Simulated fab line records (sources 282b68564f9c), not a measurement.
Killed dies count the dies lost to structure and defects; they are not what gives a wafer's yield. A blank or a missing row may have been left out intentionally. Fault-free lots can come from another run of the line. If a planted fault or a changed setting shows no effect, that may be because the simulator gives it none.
Comparing a struck lot with a sound one || flow rit_cmos || 17 steps out of a route of 202
Sound: wafers L688.3, L688.4, L688.5. Wafers L680.2, L680.3, L680.5 were the ones struck. The cause is named last.
Order at every step that has rows: each side's tool, ch and its chambers, its first start. Under that, the readings that differ: sound wafers || struck wafers || difference of the means || sigmas: that difference in standard deviations of wafers without a fault.
alike: same words and numbers on both sides, and readings whose means sit less than 2 such deviations apart. not compared: any withheld reading, any reading some wafer has no value for, any bound like >300 that may hide the same value, and any number with overlapping values for which the record gives no deviation.
A row with sigmas, a row that says differs or no value, or rows on one side alone: a step with any of these is where the two part. Numbers that have no deviation but don't overlap get no sigmas and don't part them. Lack of a reading on every wafer of one side parts them only where that side has two or more wafers.

first, 1 step without rows for these wafers: RIT_PRETRO_DEVELOP_05 (develop time 68 s).
RIT_PRETRO_OVL_MEAS_06:
  sound: overlay-02 at day 5 12:55; struck: overlay-02 at day 3 20:21
  alike: PRETRO_OVL
then, 2 steps without rows for these wafers: RIT_PRETRO_HARDBAKE_07 (time 120 s); RIT_PRETRO_IMPLANT_08.
RIT_PRETRO_STRIP_09: strips in O2, time 180 s.
  sound on plasma_asher-03 ch 0,1, day 5 13:24; struck on plasma_asher-01 ch 0,1, day 3 20:47
  alike: drypump_motor_current_A
  not compared: rf_hours_counter_h
RIT_PRETRO_TW_MEAS_10:
  sound: film_metro-04 at day 5 13:32; struck: film_metro-04 at day 3 20:58
  alike: PRETRO_TW
then, 5 steps without rows for these wafers: RIT_GATE_WET_ETCH_00 (etches SiO2 in BOE, target depth 56 nm, time 60 s); RIT_GATE_CLEAN_01 (cleans in SC1, time 600 s); RIT_GATE_CLEAN_02 (cleans in dHF, time 30 s); RIT_GATE_CLEAN_03 (cleans in SC2, time 600 s); RIT_GATE_CLEAN_04 (cleans in dHF, time 60 s).
RIT_FOX2_THK_MEAS_91:
  sound: film_metro-03 at day 5 14:01; struck: film_metro-03 at day 3 21:29
{"reading": "FIELD_OXIDE_LEFT_2_THK (nm)", "sound": "259 262 255", "struck": "242 247 247", "difference": -13, "sigmas": -2}
RIT_GATE_OXIDATION_05: target thk 3 nm, ox time 270 s.
  sound on furnace-03 ch 0, day 5 14:03; struck on furnace-01 ch 0, day 3 22:53
{"reading": "spike_tc_centre_C (C)", "sound": "900.5 903.4 903.8", "struck": "890.3 887.4 888.4", "difference": -13.9, "sigmas": -15}
{"reading": "spike_tc_load_C (C)", "sound": "924.0 923.7 925.8", "struck": "906.2 905.5 906.1", "difference": -18.6, "sigmas": -8}
{"reading": "spike_tc_source_C (C)", "sound": "931 928 930", "struck": "905 908 909", "difference": -22, "sigmas": -7}
{"reading": "tube_center_temp_C (C)", "sound": "899.95 900.08 900.04", "struck": "885.92 885.92 885.97", "difference": -14.09, "sigmas": "-99 or more"}
{"reading": "tube_center_temp_C_max", "sound": "902.4 902.3 902.1", "struck": "887.9 888.3 888.9", "difference": -13.9, "sigmas": -39}
{"reading": "zone_power_load_pct (%)", "sound": "25.02 25.02 25.36", "struck": "24.02 24.68 24.50", "difference": -0.73, "sigmas": -3}
{"reading": "model.SiO2_of_GATE_OXIDATION_05.thk_nm (nm)", "sound": "2.997 3.046 3.071", "struck": "2.603 2.531 2.519", "difference": -0.487, "sigmas": ""}
then, 1 step without rows for these wafers: RIT_GATE_ANNEAL_06 (time 600 s).
RIT_GATE_THK_MEAS_07:
  sound: film_metro-04 at day 5 17:52; struck: film_metro-03 at day 4 01:55
{"reading": "GATE_OXIDE_THK (nm)", "sound": "2.99 3.08 3.03", "struck": "2.63 2.49 2.57", "difference": -0.47, "sigmas": -7}
then, 1 step without rows for these wafers: RIT_GATE_CVD_08 (deposits poly-Si from SiH4, target thk 250 nm, time 2220 s).
RIT_M1_PROBE_99:
  sound: prober-01 at day 6 18:11; struck: prober-02 at day 5 02:02
{"reading": "model.etest.pmos_0p3.r_on_ohm_um", "sound": "6216 6337 6356", "struck": "5458 5438 5369", "difference": -881, "sigmas": ""}
{"reading": "model.etest.pmos_turned.r_on_ohm_um", "sound": "3315 3394 3401", "struck": "3002 3080 3035", "difference": -331, "sigmas": ""}
{"reading": "model.etest.pmos_0p15.r_on_ohm_um", "sound": "2690 2757 2782", "struck": "2462 2497 2425", "difference": -282, "sigmas": ""}
{"reading": "model.etest.nmos_0p3.r_on_ohm_um", "sound": "2158 2178 2210", "struck": "1951 1972 1937", "difference": -229, "sigmas": ""}
{"reading": "model.etest.nmos_0p15.drive_ua_um", "sound": "476.9 463.7 460.2", "struck": "533.9 532.8 540.8", "difference": "+68.9", "sigmas": ""}
{"reading": "model.etest.nmos_0p15.r_on_ohm_um", "sound": "1126 1145 1156", "struck": "1060 1083 1060", "difference": -75, "sigmas": ""}
{"reading": "model.etest.nmos_narrow.drive_ua_um", "sound": "224.7 216.4 214.9", "struck": "270.1 274.1 277.4", "difference": "+55.2", "sigmas": ""}
{"reading": "model.etest.nmos_0p3.drive_ua_um", "sound": "226.1 219.4 218.2", "struck": "268.2 271.8 275.3", "difference": "+50.5", "sigmas": ""}
  alike: killed_at_contacts, killed_at_front_end, killed_dies, killed_open, killed_short

## WHERE THEY PART
At RIT_FOX2_THK_MEAS_91 first; at RIT_GATE_THK_MEAS_07 last (within this record only). Later steps at which nothing parts them and some readings are alike: RIT_M1_PROBE_99.

WHY: what the simulator had put in
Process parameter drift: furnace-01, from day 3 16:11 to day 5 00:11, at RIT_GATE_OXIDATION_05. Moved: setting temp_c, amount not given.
